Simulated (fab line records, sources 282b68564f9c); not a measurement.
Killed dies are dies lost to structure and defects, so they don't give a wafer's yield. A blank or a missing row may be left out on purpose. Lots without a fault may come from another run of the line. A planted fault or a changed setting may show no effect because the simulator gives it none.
fab line records | flow rit_cmos | part 2 of 2: steps 34 to 44 of 44
record lots=5 wafers=15 last_day=6
route steps=202 shown NRETRO@59 PRETRO@64 GATE@75 FOX2@80 REOX@98
lots that met no fault: from a run of the same line without faults
start_h: hours from the record's first day to the start of the lot's first wafer shown | wait_h: hours since the lot's step before | " the same as in the row above | L1.1+2: a row that stands for several wafers | - no value, or no start given | * or withheld: withheld | < > ~ a bound
route shown NAME@n: a module of which the file shows steps, and the number in the route of the first | usual: mean/standard deviation of fault-free wafers | same: alike in all rows | chamber/n: place in a boat | sites: the reading at each site | _std_site: their standard deviation | _edge_site: outer sites' mean less inner sites' | radius_mm: how far each site lies from the wafer's centre | mask NAME#n: copy n | behind: the tool/chamber that last shaped the wafer | hold: why the lot was held/for how many hours/how that ended | device: the transistor (n, p or np) that didn't switch | end of line: the same wafers' tests at the end of the route | a step without rows: its recipe alone | killed: dies lost to structure and defects at the first sort, not the wafer's yield | map: a wafer's dies, x killed, . not, _ none there
set.NAME: the setting as run; set.NAME@STEP: as run at that earlier step | model.NAME: the simulator's own value behind a step, which no gauge read
lots at some steps of the route; a table a step, a row a wafer
services: from which hour (start_h, from the record's first day; less than 0 if before it) a tool's chamber was out of use, for how many hours, and why
## steps
# step RIT_GATE_CD_MEAS_16
# recipe target_cd_nm=150
# usual cd_nm=150.5/2.8
# columns lot.wafer tool chamber start_h wait_h cd_nm
L079.1 cd_sem-02 - 68.36 - 152.2
L079.2 " - " " 151.9
L079.5 " - " " 152.7
L084.3 cd_sem-02 - 93.61 - 146.3
L084.5 " - " " 147.3
L084.6 " - " " 149.0
L087.2 cd_sem-02 - 107.90 - 153.7
L087.4 " - " " 151.3
L087.6 " - " " 152.8
L088.1 cd_sem-01 - 110.48 - 147.6
L088.3 " - " " 146.9
L088.5 " - " " 149.0
L091.1 cd_sem-02 - 125.29 - 150.4
L091.4 " - " " 149.8
L091.5 " - " " 152.3
# step RIT_GATE_OVL_MEAS_17
# usual GATE_OVL=-0.4/1.5
# columns lot.wafer tool chamber start_h wait_h GATE_OVL[nm]
L079.1 overlay-01 - 68.48 0.1 -0.2
L079.2 " - " " 0.8
L079.5 " - " " -0.6
L084.3 overlay-02 - 93.71 0.1 -1.1
L084.5 " - " " -0.7
L084.6 " - " " 0.4
L087.2 overlay-02 - 108.01 0.1 -1.9
L087.4 " - " " -2.1
L087.6 " - " " -3.8
L088.1 overlay-02 - 110.60 0.1 -0.3
L088.3 " - " " -0.2
L088.5 " - " " 1.6
L091.1 overlay-01 - 125.41 0.1 1.2
L091.4 " - " " 0.7
L091.5 " - " " 0.0
# step RIT_GATE_HARDBAKE_18
# recipe resist=NOVOLAK temp_c=140 time_s=60
# usual plate_temp_C=139.99/0.15
# columns lot.wafer tool chamber start_h wait_h plate_temp_C
L079.1 litho_track-03 0 68.52 0.0 140.05
L079.2 " 0 " " 139.83
L079.5 " 0 " " 139.95
L084.3 litho_track-02 0 93.78 0.1 139.72
L084.5 " 0 " " 139.64
L084.6 " 0 " " 139.60
L087.2 litho_track-01 0 108.06 0.0 139.95
L087.4 " 0 " " 140.08
L087.6 " 0 " " 140.14
L088.1 litho_track-02 0 110.64 0.0 140.17
L088.3 " 0 " " 139.81
L088.5 " 0 " " 140.15
L091.1 litho_track-02 0 125.45 0.0 140.02
L091.4 " 0 " " 140.19
L091.5 " 0 " " 140.00
# step RIT_GATE_ETCH_19
# recipe chemistry=SF6/CHF3/O2 time_s=165 SF6_flow_sccm=30 CHF3_flow_sccm=30 O2_flow_sccm=5 target=poly-Si pressure_mtorr=40 rf_w=160 target_depth_a=3125 over_etch_frac=0.25 stop_on=SiO2
# usual CHF3_flow_sccm=30.00/0.092 drypump_motor_current_A=5.8/0.34 oes_product_au=0.850/0.013 throttle_valve_pct=10.25/0.13
# same over_etch_frac=0.25
# columns lot.wafer tool chamber start_h wait_h CHF3_flow_sccm drypump_motor_current_A oes_product_au rf_hours_counter_h throttle_valve_pct
L079.1 rie_si-01 3 68.67 0.1 29.97 5.0 0.853 100 10.32
L079.2 " 2 " " 30.05 5.6 0.845 136 10.14
L079.5 " 2 " " 30.16 5.6 0.850 - 10.16
L084.3 rie_si-02 1 93.88 0.1 30.04 6.0 0.846 39 10.03
L084.5 " 1 " " 30.05 6.0 0.852 - 10.02
L084.6 " 0 " " 30.12 5.9 0.869 - 10.29
L087.2 rie_si-01 3 108.19 0.1 30.15 5.0 0.832 100 10.32
L087.4 " 2 " " 29.89 5.6 0.829 136 10.15
L087.6 " 2 " " 29.85 5.6 0.830 - 10.17
L088.1 rie_si-02 0 110.79 0.1 30.05 5.9 0.879 132 10.28
L088.3 " 3 " " 29.97 5.6 0.854 2 10.49
L088.5 " 1 " " 30.04 6.0 0.867 - 10.03
L091.1 rie_si-01 2 125.60 0.1 30.12 5.6 0.830 136 10.16
L091.4 " 3 " " 30.10 5.0 0.838 101 10.32
L091.5 " 3 " " 30.01 5.0 0.838 - 10.32
# step RIT_GATE_STRIP_20
# recipe chemistry=O2 time_s=180 resist=NOVOLAK platen_temp_c=withheld power_w=500 pressure_mtorr=4000 o2_flow_sccm=4000
# usual drypump_motor_current_A=5.4/0.57 o2_flow_sccm=4000/11
# columns lot.wafer tool chamber start_h wait_h drypump_motor_current_A o2_flow_sccm rf_hours_counter_h
L079.1 plasma_asher-02 0 68.77 0.1 5.0 3994 43
L079.2 " 1 " " 6.0 3990 43
L079.5 " 1 " " 6.0 3996 -
L084.3 plasma_asher-02 1 94.05 0.1 6.0 4013 -
L084.5 " 1 " " 6.0 3996 -
L084.6 " 0 " " 5.0 3995 -
L087.2 plasma_asher-01 1 108.30 0.1 6.0 4000 45
L087.4 " 1 " " 6.0 4011 -
L087.6 " 1 " " 6.0 4015 -
L088.1 plasma_asher-01 1 110.90 0.1 6.0 4006 46
L088.3 " 1 " " 6.0 4001 -
L088.5 " 1 " " 6.0 3989 -
L091.1 plasma_asher-02 1 125.71 0.1 6.0 3983 1
L091.4 " 1 " " 6.0 3987 -
L091.5 " 1 " " 6.0 4003 -
# step RIT_GATE_CD_MEAS_90
# recipe target_cd_nm=150
# usual cd_nm=150.6/2.9
# columns lot.wafer tool chamber start_h wait_h cd_nm
L079.1 cd_sem-01 - 68.95 0.1 152.5
L079.2 " - " " 151.6
L079.5 " - " " 152.9
L084.3 cd_sem-02 - 94.20 0.1 146.2
L084.5 " - " " 146.8
L084.6 " - " " 149.3
L087.2 cd_sem-02 - 108.49 0.1 153.4
L087.4 " - " " 151.3
L087.6 " - " " 153.2
L088.1 cd_sem-02 - 111.07 0.1 147.2
L088.3 " - " " 147.0
L088.5 " - " " 148.9
L091.1 cd_sem-02 - 125.88 0.1 150.6
L091.4 " - " " 150.1
L091.5 " - " " 152.4
# step RIT_REOX_CLEAN_00
# recipe chemistry=SC1 mix=3:3:50 time_s=600 temp_c=75
# columns lot.wafer tool chamber start_h wait_h
L079.1+2+5 wet_bench-01 0 69.07 0.1
L084.3+5+6 wet_bench-02 2 94.28 0.1
L087.2+4+6 wet_bench-01 1 108.59 0.1
L088.1+3+5 wet_bench-02 0 111.19 0.1
L091.1+4+5 wet_bench-02 3 126.00 0.1
# step RIT_REOX_CLEAN_01
# recipe chemistry=dHF dilution=50:1 time_s=30
# columns lot.wafer tool chamber start_h wait_h
L079.1+2+5 wet_bench-04 1 69.26 0.0
L084.3+5+6 wet_bench-01 3 94.49 0.0
L087.2+4+6 wet_bench-02 1 108.77 0.0
L088.1+3+5 wet_bench-01 0 111.40 0.0
L091.1+4+5 wet_bench-01 1 126.21 0.0
# step RIT_REOX_CLEAN_02
# recipe chemistry=SC2 mix=3:3:50 time_s=600 temp_c=75 dry=n2_spin
# columns lot.wafer tool chamber start_h wait_h
L079.1+2+5 wet_bench-01 3 69.28 0.0
L084.3+5+6 wet_bench-04 0 94.51 0.0
L087.2+4+6 wet_bench-04 1 108.79 0.0
L088.1+3+5 wet_bench-04 0 111.42 0.0
L091.1+4+5 wet_bench-04 2 126.24 0.0
# step RIT_REOX_OXIDATION_03
# recipe temp_c=900 ambient=O2 target_thk_a=252 ox_time_s=5580
# usual zone_power_centre_pct=41/4.3
# columns lot.wafer tool chamber start_h wait_h zone_power_centre_pct
L079.1 furnace-04 0 69.47 0.0 46
L079.2 " 0 " " 45
L079.5 " 0 " " 45
L084.3 furnace-04 0 94.78 0.1 46
L084.5 " 0 " " 46
L084.6 " 0 " " 45
L087.2 furnace-04 0 109.37 0.4 45
L087.4 " 0 " " 46
L087.6 " 0 " " 46
L088.1 furnace-04 0 113.23 1.6 45
L088.3 " 0 " " 46
L088.5 " 0 " " 45
L091.1 furnace-03 0 127.19 0.8 35
L091.4 " 0 " " 35
L091.5 " 0 " " 36
# step RIT_REOX_THK_MEAS_04
# recipe reads=SiO2_of_REOX_OXIDATION_03
# usual REOX_OXIDE_THK=25.4/0.41
# columns lot.wafer tool chamber start_h wait_h REOX_OXIDE_THK[nm]
L079.1 film_metro-02 - 72.02 0.0 24.9
L079.2 " - " " 25.6
L079.5 " - " " 24.9
L084.3 film_metro-04 - 97.35 0.0 25.0
L084.5 " - " " 24.7
L084.6 " - " " 24.9
L087.2 film_metro-01 - 111.93 0.0 25.2
L087.4 " - " " 25.2
L087.6 " - " " 25.1
L088.1 film_metro-01 - 115.78 0.0 24.7
L088.3 " - " " 24.9
L088.5 " - " " 24.9
L091.1 film_metro-04 - 129.74 0.0 25.6
L091.4 " - " " 25.6
L091.5 " - " " 26.0
## services
# columns tool chamber start_h hours kind
furnace-04 - 35.81 3.0 pm
wet_bench-03 - 45.70 20.3 repair
implanter-02 - 59.75 6.0 repair
litho_track-03 - 59.82 - consumable_replace:filter
lpcvd-02 - 63.20 14.6 pm
iline_stepper-01 - 68.59 4.4 pm
implanter-02 - 76.95 4.1 repair
iline_stepper-02 - 89.99 1.7 pm
rie_si-01 1 93.98 13.3 repair
implanter-01 - 107.89 7.4 repair
plasma_asher-02 - 108.75 9.0 pm
plasma_asher-02 0 108.75 9.0 vent_cycle
plasma_asher-02 1 108.75 9.0 vent_cycle
implanter-04 - 109.03 1.0 repair
iline_stepper-01 - 114.32 1.7 pm
plasma_asher-02 0 117.75 - clean
plasma_asher-02 1 117.75 - clean
implanter-01 - 125.41 3.2 pm
